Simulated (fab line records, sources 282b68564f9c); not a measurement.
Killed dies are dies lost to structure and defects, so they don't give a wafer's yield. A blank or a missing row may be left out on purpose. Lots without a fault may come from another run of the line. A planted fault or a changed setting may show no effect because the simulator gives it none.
fab line records | flow rit_cmos
record lots=6 wafers=18 last_day=7
route steps=202 shown NSD@135 PSD@142 M1@202
lots that met no fault: from a run of the same line without faults
start_h: hours from the record's first day to the start of the lot's first wafer shown | wait_h: hours since the lot's step before | " the same as in the row above | L1.1+2: a row that stands for several wafers | - no value, or no start given | * or withheld: withheld | < > ~ a bound
route shown NAME@n: a module of which the file shows steps, and the number in the route of the first | usual: mean/standard deviation of fault-free wafers | same: alike in all rows | chamber/n: place in a boat | sites: the reading at each site | _std_site: their standard deviation | _edge_site: outer sites' mean less inner sites' | radius_mm: how far each site lies from the wafer's centre | mask NAME#n: copy n | behind: the tool/chamber that last shaped the wafer | hold: why the lot was held/for how many hours/how that ended | device: the transistor (n, p or np) that didn't switch | end of line: the same wafers' tests at the end of the route | a step without rows: its recipe alone | killed: dies lost to structure and defects at the first sort, not the wafer's yield | map: a wafer's dies, x killed, . not, _ none there
set.NAME: the setting as run; set.NAME@STEP: as run at that earlier step | model.NAME: the simulator's own value behind a step, which no gauge read
lots at some steps of the route; a table a step, a row a wafer
services: from which hour (start_h, from the record's first day; less than 0 if before it) a tool's chamber was out of use, for how many hours, and why
## steps
# step RIT_NSD_PEB_04
# recipe resist=NOVOLAK temp_c=withheld time_s=withheld
# step RIT_NSD_DEVELOP_05
# recipe resist=NOVOLAK develop_time_s=50 dev_temp_c=23
# step RIT_NSD_OVL_MEAS_06
# usual NSD_OVL=0.0/1.4
# columns lot.wafer tool chamber start_h wait_h NSD_OVL[nm]
L527.1 overlay-02 - 49.23 - 0.0
L527.2 " - " " 0.7
L527.4 " - " " 1.7
L533.2 overlay-02 - 85.55 - 1.8
L533.3 " - " " 0.7
L533.4 " - " " -0.9
L546.3 overlay-01 - 147.80 - 0.2
L546.4 " - " " -0.6
L546.5 " - " " -1.5
L547.2 overlay-02 - 150.61 - 0.3
L547.4 " - " " 0.2
L547.6 " - " " -0.2
L549.1 overlay-01 - 162.25 - 1.4
L549.4 " - " " 1.3
L549.5 " - " " 1.5
L550.3 overlay-01 - 169.04 - -1.4
L550.4 " - " " -2.1
L550.5 " - " " -2.1
# step RIT_NSD_HARDBAKE_07
# recipe resist=NOVOLAK temp_c=140 time_s=60
# step RIT_NSD_IMPLANT_08
# recipe species=P energy_kev=25.27 dose_cm2=1e+15 tilt_deg=7
# step RIT_NSD_STRIP_09
# recipe chemistry=O2 time_s=180 resist=NOVOLAK platen_temp_c=withheld power_w=500 pressure_mtorr=4000 o2_flow_sccm=4000
# usual drypump_motor_current_A=5.80/0.27 o2_flow_sccm=3999/12
# columns lot.wafer tool chamber start_h wait_h drypump_motor_current_A o2_flow_sccm rf_hours_counter_h
L527.1 plasma_asher-02 1 49.57 0.1 5.37 4012 27
L527.2 " 0 " " 5.78 4016 27
L527.4 " 1 " " 5.37 3991 -
L533.2 plasma_asher-03 0 85.88 0.1 5.87 3988 44
L533.3 " 1 " " 6.21 4015 -
L533.4 " 0 " " 5.88 3995 -
L546.3 plasma_asher-02 1 148.18 0.1 5.37 4012 -
L546.4 " 0 " " 5.81 4002 -
L546.5 " 0 " " 5.78 3994 -
L547.2 plasma_asher-04 1 151.03 0.1 5.58 4006 48
L547.4 " 0 " " 5.96 3997 -
L547.6 " 1 " " 5.58 3990 -
L549.1 plasma_asher-03 0 162.70 0.1 5.87 3980 5
L549.4 " 0 " " 5.82 3995 -
L549.5 " 1 " " 6.17 3987 -
L550.3 plasma_asher-02 0 169.42 0.1 5.80 4000 -
L550.4 " 1 " " 5.35 4005 -
L550.5 " 1 " " 5.36 3978 -
# step RIT_NSD_TW_MEAS_10
# usual NSD_TW=3156/16
# columns lot.wafer tool chamber start_h wait_h NSD_TW
L527.1 film_metro-01 - 49.74 0.1 3138
L527.2 " - " " 3138
L527.4 " - " " 3117
L533.2 film_metro-02 - 86.07 0.1 3178
L533.3 " - " " 3170
L533.4 " - " " 3167
L546.3 film_metro-01 - 148.32 0.1 3143
L546.4 " - " " 3145
L546.5 " - " " 3157
L547.2 film_metro-01 - 151.21 0.1 3175
L547.4 " - " " 3152
L547.6 " - " " 3154
L549.1 film_metro-01 - 162.87 0.1 3170
L549.4 " - " " 3135
L549.5 " - " " 3163
L550.3 film_metro-02 - 169.56 0.1 3172
L550.4 " - " " 3160
L550.5 " - " " 3186
# step RIT_PSD_HMDS_00
# recipe prime_time_s=60 prime_temp_c=140
# step RIT_PSD_COAT_01
# recipe resist=NOVOLAK spin_rpm=3250 resist_thk_nm=1000
# step RIT_PSD_SOFTBAKE_02
# recipe resist=NOVOLAK temp_c=90 time_s=60
# step RIT_PSD_EXPOSE_03
# recipe mask_id=M10 na=0.57 target_cd_nm=40900 dose_mj=250
# step RIT_PSD_PEB_04
# recipe resist=NOVOLAK temp_c=withheld time_s=withheld
# step RIT_PSD_DEVELOP_05
# recipe resist=NOVOLAK develop_time_s=50 dev_temp_c=23
# usual developer_temp_C=23.00/0.11
# columns lot.wafer tool chamber start_h wait_h developer_temp_C
L527.1 litho_track-02 0 50 - 22.90
L527.2 " 0 " " 22.99
L527.4 " 0 " " 22.99
L533.2 litho_track-01 0 86 - 23.03
L533.3 " 0 87 - 22.82
L533.4 " 0 " " 22.90
L546.3 litho_track-02 0 149 - 22.16
L546.4 " 0 " " 22.02
L546.5 " 0 " " 22.33
L547.2 litho_track-04 0 152 - 22.89
L547.4 " 0 " " 22.70
L547.6 " 0 " " 22.94
L549.1 litho_track-02 0 163 - 22.21
L549.4 " 0 " " 22.05
L549.5 " 0 " " 22.15
L550.3 litho_track-01 0 170 - 23.05
L550.4 " 0 " " 22.95
L550.5 " 0 " " 23.16
# step RIT_PSD_OVL_MEAS_06
# usual PSD_OVL=0.8/1.3
# columns lot.wafer tool chamber start_h wait_h PSD_OVL[nm]
L527.1 overlay-02 - 50.65 - 2.9
L527.2 " - " " 0.8
L527.4 " - " " -0.3
L533.2 overlay-01 - 87.10 - 2.5
L533.3 " - " " 2.3
L533.4 " - " " 2.2
L546.3 overlay-01 - 149.22 - 1.2
L546.4 " - " " 1.6
L546.5 " - " " 1.3
L547.2 overlay-01 - 152.12 - 3.3
L547.4 " - " " 2.6
L547.6 " - " " 3.3
L549.1 overlay-01 - 163.91 - 0.3
L549.4 " - " " 1.1
L549.5 " - " " 0.8
L550.3 overlay-02 - 170.58 - 0.7
L550.4 " - " " 1.2
L550.5 " - " " 0.1
# step RIT_M1_PROBE_99
# usual killed_at_M0_to_M3=0.0/0.12 killed_at_contacts=0.0/0.22 killed_at_front_end=7/3.2 killed_dies=8/3.2 killed_open=3.7/2.1 killed_short=3.8/2.2
# same gross_dies=264 killed_at_M4_up=0 killed_at_back_side=0 killed_at_other=0
# columns lot.wafer tool chamber start_h wait_h killed_at_M0_to_M3 killed_at_contacts killed_at_front_end killed_dies killed_open killed_short
L527.1 prober-01 - 58.90 0.1 0 0 11 11 7 4
L527.2 prober-01 - 58.95 0.1 0 0 10 10 6 4
L527.4 prober-01 - 59.05 0.2 0 0 8 8 4 4
L533.2 prober-01 - 95.68 0.1 0 0 8 8 5 3
L533.3 prober-01 - 95.73 0.2 0 0 11 11 3 8
L533.4 prober-01 - 95.78 0.2 1 0 8 9 3 6
L546.3 prober-02 - 158.09 0.2 0 0 11 11 1 10
L546.4 prober-02 - 158.14 0.2 0 0 7 7 3 4
L546.5 prober-02 - 158.19 0.2 0 0 6 6 2 4
L547.2 prober-01 - 161.08 0.1 0 0 3 3 2 1
L547.4 prober-01 - 161.18 0.2 0 1 1 2 2 0
L547.6 prober-01 - 161.28 0.2 0 0 3 3 1 2
L549.1 prober-01 - 172.68 0.1 0 0 10 10 4 6
L549.4 prober-01 - 172.83 0.2 0 0 8 8 6 2
L549.5 prober-01 - 172.88 0.2 0 0 9 9 8 1
L550.3 prober-02 - 179.31 0.2 0 0 13 13 6 7
L550.4 prober-02 - 179.36 0.2 0 0 6 6 3 3
L550.5 prober-02 - 179.41 0.2 0 0 9 9 3 6
# killed by level:class
L527.1 SPACER:geometric_particle:open=3 FOX1:geometric_particle:open=2 FOX2:geometric_particle:short=2 GATE:geometric_particle:open=2 FOX1:geometric_particle:short=1 GATE:geometric_particle:short=1
L527.2 GATE:geometric_particle:open=3 SPACER:geometric_particle:short=3 SPACER:geometric_particle:open=2 FOX2:geometric_particle:open=1 GATE:geometric_particle:short=1
L527.4 GATE:geometric_particle:short=3 REOX:geometric_particle:open=2 REOX:geometric_particle:short=1 SPACER:geometric_particle:open=1 SILICIDE:geometric_particle:open=1
L533.2 FOX2:geometric_particle:open=2 GATE:geometric_particle:open=2 FOX1:geometric_particle:short=1 GATE:geometric_particle:short=1 REOX:geometric_particle:short=1 REOX:geometric_particle:open=1
L533.3 REOX:geometric_particle:short=4 ACTIVE:geometric_particle:short=1 FOX1:geometric_particle:open=1 FOX1:geometric_particle:short=1 FOX2:geometric_particle:short=1 GATE:geometric_particle:short=1 REOX:geometric_particle:open=1 SPACER:geometric_particle:open=1
L533.4 FOX2:geometric_particle:short=2 GATE:geometric_particle:open=2 REOX:geometric_particle:short=2 GATE:geometric_particle:short=1 SPACER:geometric_particle:open=1 M1:geometric_particle:short=1
L546.3 FOX2:geometric_particle:short=4 GATE:geometric_particle:short=3 REOX:geometric_particle:short=2 GATE:geometric_particle:open=1 SPACER:geometric_particle:short=1
L546.4 FOX2:geometric_particle:open=2 FOX2:geometric_particle:short=2 FOX1:geometric_particle:open=1 GATE:geometric_particle:short=1 SILICIDE:geometric_particle:short=1
L546.5 FOX2:geometric_particle:short=2 FOX1:geometric_particle:short=1 FOX1:geometric_particle:open=1 GATE:geometric_particle:short=1 SPACER:geometric_particle:open=1
L547.2 FOX1:geometric_particle:open=1 GATE:geometric_particle:open=1 SILICIDE:geometric_particle:short=1
L547.4 FOX1:geometric_particle:open=1 CONTACT:geometric_particle:open=1
L547.6 SILICIDE:geometric_particle:short=2 FOX1:geometric_particle:open=1
L549.1 GATE:geometric_particle:open=3 SPACER:geometric_particle:short=3 FOX2:geometric_particle:short=1 GATE:geometric_particle:short=1 SPACER:geometric_particle:open=1 SILICIDE:geometric_particle:short=1
L549.4 FOX2:geometric_particle:open=2 GATE:geometric_particle:short=2 REOX:geometric_particle:open=2 FOX1:geometric_particle:open=1 SPACER:geometric_particle:open=1
L549.5 GATE:geometric_particle:open=4 SILICIDE:geometric_particle:open=2 FOX1:geometric_particle:open=1 GATE:geometric_particle:short=1 SPACER:geometric_particle:open=1
L550.3 GATE:geometric_particle:short=4 REOX:geometric_particle:open=3 GATE:geometric_particle:open=1 REOX:geometric_particle:short=1 SPACER:geometric_particle:short=1 SPACER:geometric_particle:open=1 SILICIDE:geometric_particle:short=1 SILICIDE:geometric_particle:open=1
L550.4 GATE:geometric_particle:open=2 GATE:geometric_particle:short=1 SPACER:geometric_particle:short=1 SPACER:geometric_particle:open=1 SILICIDE:geometric_particle:short=1
L550.5 FOX1:geometric_particle:open=1 FOX1:geometric_particle:short=1 FOX2:geometric_particle:open=1 FOX2:geometric_particle:short=1 GATE:geometric_particle:short=1 GATE:geometric_particle:open=1 REOX:geometric_particle:short=1 SPACER:geometric_particle:short=1
## services
# columns tool chamber start_h hours kind
plasma_asher-04 - 89.88 0.5 repair
plasma_asher-03 - 108.75 9.0 pm
plasma_asher-03 0 108.75 9.0 vent_cycle
plasma_asher-03 1 108.75 9.0 vent_cycle
plasma_asher-03 0 117.75 - clean
plasma_asher-03 1 117.75 - clean
plasma_asher-02 - 132.94 4.4 repair
plasma_asher-02 - 165.77 2.1 repair
## key
first_sign step=RIT_PSD_DEVELOP_05 reading=developer_temp_C direction=down sigmas=7.5 usual=* struck=*
effect none on later readings
met_at RIT_PSD_DEVELOP_05
struck_wafers L546.3,L546.4,L546.5,L549.1,L549.4,L549.5
tester_left_out L546,L549
onset_between 50 149
fault kind=process_parameter_drift tool=litho_track-02 chamber=- onset_h=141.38 steps=RIT_PSD_DEVELOP_05 channel=dev_temp_c offset=* shape=step end_h=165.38 acts_in=* stated=*
# tester_left_out: of these lots the tester's yield and bins aren't shown, on N5 and GAA mostly nor the transistor test; their killed dies are dies lost to structure and defects alone, not to doping, threshold or leakage, so they don't give the yield
